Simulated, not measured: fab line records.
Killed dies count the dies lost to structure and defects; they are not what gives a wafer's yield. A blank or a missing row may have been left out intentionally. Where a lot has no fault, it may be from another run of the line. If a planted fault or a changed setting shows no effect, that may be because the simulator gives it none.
Check for tools in common    flow ritCmos    Sampled: 14 lots, 48 wafers

## WHY THIS WAS OPENED
Of 14 lots, 2 have the reading NSD_TW flagged at RIT_NSD_TW_MEAS_10. No-fault wafers: 3117, standard deviation 29.
Rule: a lot is flagged when every wafer of it that has a number lies more than 4 standard deviations from that mean, or none has a number. The rest of the lots are taken to be sound.

lot   measured     on            NSD_TW, wafer by wafer         flag
L287  day 3 00:16  filmMetro-02  3104 3087 3095                 
L288  day 3 05:40  filmMetro-03  3085 3100 3089                 
L289  day 3 13:47  filmMetro-01  3127 3130 3131                 
L291  day 3 20:22  filmMetro-01  3125 3154 3138                 
L292  day 4 01:35  filmMetro-02  3098 3093 3096                 
L294  day 4 15:55  filmMetro-03  3104 3091 3091                 
L295  day 4 16:24  filmMetro-01  3149 3169 3139                 
L299  day 5 11:02  filmMetro-03  3092 3086 3085                 
L301  day 5 20:46  filmMetro-03  3313 3303 3309 3315 3288 3331  FLAGGED
L302  day 6 04:33  filmMetro-03  3109 3114 3105                 
L303  day 6 11:45  filmMetro-01  3379 3390 3378 3364 3371 3380  FLAGGED
L306  day 6 23:37  filmMetro-02  3099 3121 3112                 
L307  day 7 05:55  filmMetro-01  3138 3145 3142                 
L308  day 7 08:30  filmMetro-01  3153 3152 3153                 
On average the flagged lots' numbers are 3343, which is +226 against the usual, or +8 standard deviations.

## TOOL THAT RAN EACH LOT
The record keeps 1 process step preceding the reading, out of 202 steps on the route. Every cell lists first the tool, next ch and the chambers used by the sampled wafers, and last the start.
lot   flag     RIT_NSD_IMPLANT_08
L287           implanter-02 ch 0, day 2 23:59
L288           implanter-01 ch 0, day 3 05:20
L289           implanter-02 ch 0, day 3 13:29
L291           implanter-01 ch 0, day 3 20:02
L292           implanter-01 ch 0, day 4 01:14
L294           implanter-04 ch 0, day 4 15:35
L295           implanter-04 ch 0, day 4 16:06
L299           implanter-02 ch 0, day 5 10:44
L301  FLAGGED  implanter-04 ch 0, day 5 20:28
L302           implanter-02 ch 0, day 6 04:14
L303  FLAGGED  implanter-04 ch 0, day 6 11:26
L306           implanter-02 ch 0, day 6 23:17
L307           implanter-02 ch 0, day 7 05:35
L308           implanter-02 ch 0, day 7 08:13
What is done by these steps:
- RIT_NSD_IMPLANT_08
- RIT_NSD_TW_MEAS_10

## FLAGGED OVER TOTAL, TOOL BY TOOL (the gauges that took the reading come last)
step                tool          lots run  flagged  share of the flagged lots  sound lots run after its first flagged lot
RIT_NSD_IMPLANT_08  implanter-01  3         0        none                       -
RIT_NSD_IMPLANT_08  implanter-02  7         0        none                       -
RIT_NSD_IMPLANT_08  implanter-04  4         2        all                        0
RIT_NSD_TW_MEAS_10  filmMetro-01  6         1        some                       2 (L307,L308)
RIT_NSD_TW_MEAS_10  filmMetro-02  3         0        none                       -
RIT_NSD_TW_MEAS_10  filmMetro-03  5         1        some                       1 (L302)

## WHAT THE TABLE ALLOWS
1 row of the table ran every flagged lot: implanter-04 at RIT_NSD_IMPLANT_08.
- implanter-04 at RIT_NSD_IMPLANT_08 ran 4 lots, 2 of them flagged. Its last sound lot is L295 (day 4 16:06), its first flagged lot L301 (day 5 20:28): a fault that began between those two fits. Its own readings lie more than 4 standard deviations out on every wafer of the flagged lots: beamEnergyKeV.
Just one tool remains: implanter-04 at RIT_NSD_IMPLANT_08.

## WHAT THE SIMULATOR HAD PUT IN
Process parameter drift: implanter-04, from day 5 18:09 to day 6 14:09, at RIT_NSD_IMPLANT_08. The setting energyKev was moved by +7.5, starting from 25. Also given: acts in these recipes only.
Lots struck among those shown: L301, L303. The same result came from the rule above.
